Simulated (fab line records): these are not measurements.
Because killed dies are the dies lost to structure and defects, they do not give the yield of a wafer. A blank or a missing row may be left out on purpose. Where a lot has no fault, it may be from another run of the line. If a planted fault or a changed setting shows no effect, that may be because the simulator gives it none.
Chamber matching || flow berkeleyCmos170 || UCB170_CONTACT_ETCH_17 on rieDiel-04: 4 sister chambers
The step etches BARC in N2/H2. 14 wafers are shown with their chamber, then 7 later ones without.

== WAFERS WITH THEIR CHAMBER ==
{"wafer": "L637.1", "chamber": 0, "drypumpMotorCurrentA (A)": 6.4, "oesProductAu (a.u.)": 1.008, "throttleValvePct (%)": 13.15}
{"wafer": "L637.4", "chamber": 1, "drypumpMotorCurrentA (A)": 5.8, "oesProductAu (a.u.)": 0.996, "throttleValvePct (%)": 13.23}
{"wafer": "L637.5", "chamber": 3, "drypumpMotorCurrentA (A)": 5.2, "oesProductAu (a.u.)": 1.047, "throttleValvePct (%)": 13.33}
{"wafer": "L638.3", "chamber": 1, "drypumpMotorCurrentA (A)": 5.8, "oesProductAu (a.u.)": 0.989, "throttleValvePct (%)": 13.22}
{"wafer": "L638.4", "chamber": 3, "drypumpMotorCurrentA (A)": 5.2, "oesProductAu (a.u.)": 1.044, "throttleValvePct (%)": 13.33}
{"wafer": "L638.6", "chamber": 1, "drypumpMotorCurrentA (A)": 5.8, "oesProductAu (a.u.)": 0.989, "throttleValvePct (%)": 13.24}
{"wafer": "L639.2", "chamber": 1, "drypumpMotorCurrentA (A)": 5.8, "oesProductAu (a.u.)": 0.986, "throttleValvePct (%)": 13.23}
{"wafer": "L639.4", "chamber": 1, "drypumpMotorCurrentA (A)": 5.8, "oesProductAu (a.u.)": 0.992, "throttleValvePct (%)": 13.23}
{"wafer": "L639.6", "chamber": 3, "drypumpMotorCurrentA (A)": 5.2, "oesProductAu (a.u.)": 1.040, "throttleValvePct (%)": 13.33}
{"wafer": "L642.3", "chamber": 3, "drypumpMotorCurrentA (A)": 5.2, "oesProductAu (a.u.)": 1.046, "throttleValvePct (%)": 13.33}
{"wafer": "L642.5", "chamber": 3, "drypumpMotorCurrentA (A)": 5.3, "oesProductAu (a.u.)": 1.032, "throttleValvePct (%)": 13.33}
{"wafer": "L642.6", "chamber": 2, "drypumpMotorCurrentA (A)": 5.2, "oesProductAu (a.u.)": 1.015, "throttleValvePct (%)": 13.22}
{"wafer": "L654.1", "chamber": 1, "drypumpMotorCurrentA (A)": 5.8, "oesProductAu (a.u.)": 0.989, "throttleValvePct (%)": 13.24}
{"wafer": "L654.5", "chamber": 3, "drypumpMotorCurrentA (A)": 5.2, "oesProductAu (a.u.)": 1.039, "throttleValvePct (%)": 13.21}

SIGNATURES (means of the wafers above)
{"reading": "drypumpMotorCurrentA", "chamber 0": 6.400, "chamber 1": 5.800, "chamber 2": 5.200, "chamber 3": 5.217, "scatter within a chamber": 0.0289}
{"reading": "oesProductAu", "chamber 0": 1.00800, "chamber 1": 0.99017, "chamber 2": 1.01500, "chamber 3": 1.04133, "scatter within a chamber": 0.00463}
{"reading": "throttleValvePct", "chamber 0": 13.1500, "chamber 1": 13.2317, "chamber 2": 13.2200, "chamber 3": 13.3100, "scatter within a chamber": 0.035}
Rule: for a wafer and a chamber, the distance is found by dividing, reading by reading, the gap between the wafer's reading and the chamber's mean by the reading's scatter, squaring, summing and taking the root. If the next closest chamber is less than 2 further off than the closest, the wafer can't be placed; otherwise it belongs to the closest. The scatter: take each reading less its chamber's mean, square it, sum over the shown wafers, divide by the number of wafers less the number of chambers, and take the root.

== WAFERS WITHOUT THEIR CHAMBER ==
{"wafer": "L654.6", "drypumpMotorCurrentA (A)": 6.4, "oesProductAu (a.u.)": 1.012, "throttleValvePct (%)": 13.23}
{"wafer": "L658.2", "drypumpMotorCurrentA (A)": 5.2, "oesProductAu (a.u.)": 1.027, "throttleValvePct (%)": 13.19}
{"wafer": "L658.3", "drypumpMotorCurrentA (A)": 6.4, "oesProductAu (a.u.)": 1.011, "throttleValvePct (%)": 13.22}
{"wafer": "L658.4", "drypumpMotorCurrentA (A)": 6.4, "oesProductAu (a.u.)": 1.016, "throttleValvePct (%)": 13.22}
{"wafer": "L659.1", "drypumpMotorCurrentA (A)": 5.2, "oesProductAu (a.u.)": 1.010, "throttleValvePct (%)": 13.22}
{"wafer": "L659.3", "drypumpMotorCurrentA (A)": 5.8, "oesProductAu (a.u.)": 0.991, "throttleValvePct (%)": 13.22}
{"wafer": "L659.5", "drypumpMotorCurrentA (A)": 5.2, "oesProductAu (a.u.)": 1.005, "throttleValvePct (%)": 13.22}

== CHAMBER TAKEN BY EACH ==
{"wafer": "L654.6", "from the rows above": 0, "in truth": 0}
{"wafer": "L658.2", "from the rows above": "can't be placed: 2 or 3", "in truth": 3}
{"wafer": "L658.3", "from the rows above": 0, "in truth": 0}
{"wafer": "L658.4", "from the rows above": 0, "in truth": 0}
{"wafer": "L659.1", "from the rows above": 2, "in truth": 2}
{"wafer": "L659.3", "from the rows above": 1, "in truth": 1}
{"wafer": "L659.5", "from the rows above": 2, "in truth": 2}
Correct placement for 6 of the 7. Unplaceable from these rows: 1, with the true chamber sitting among the candidates in 1. Placed wrongly: 0.
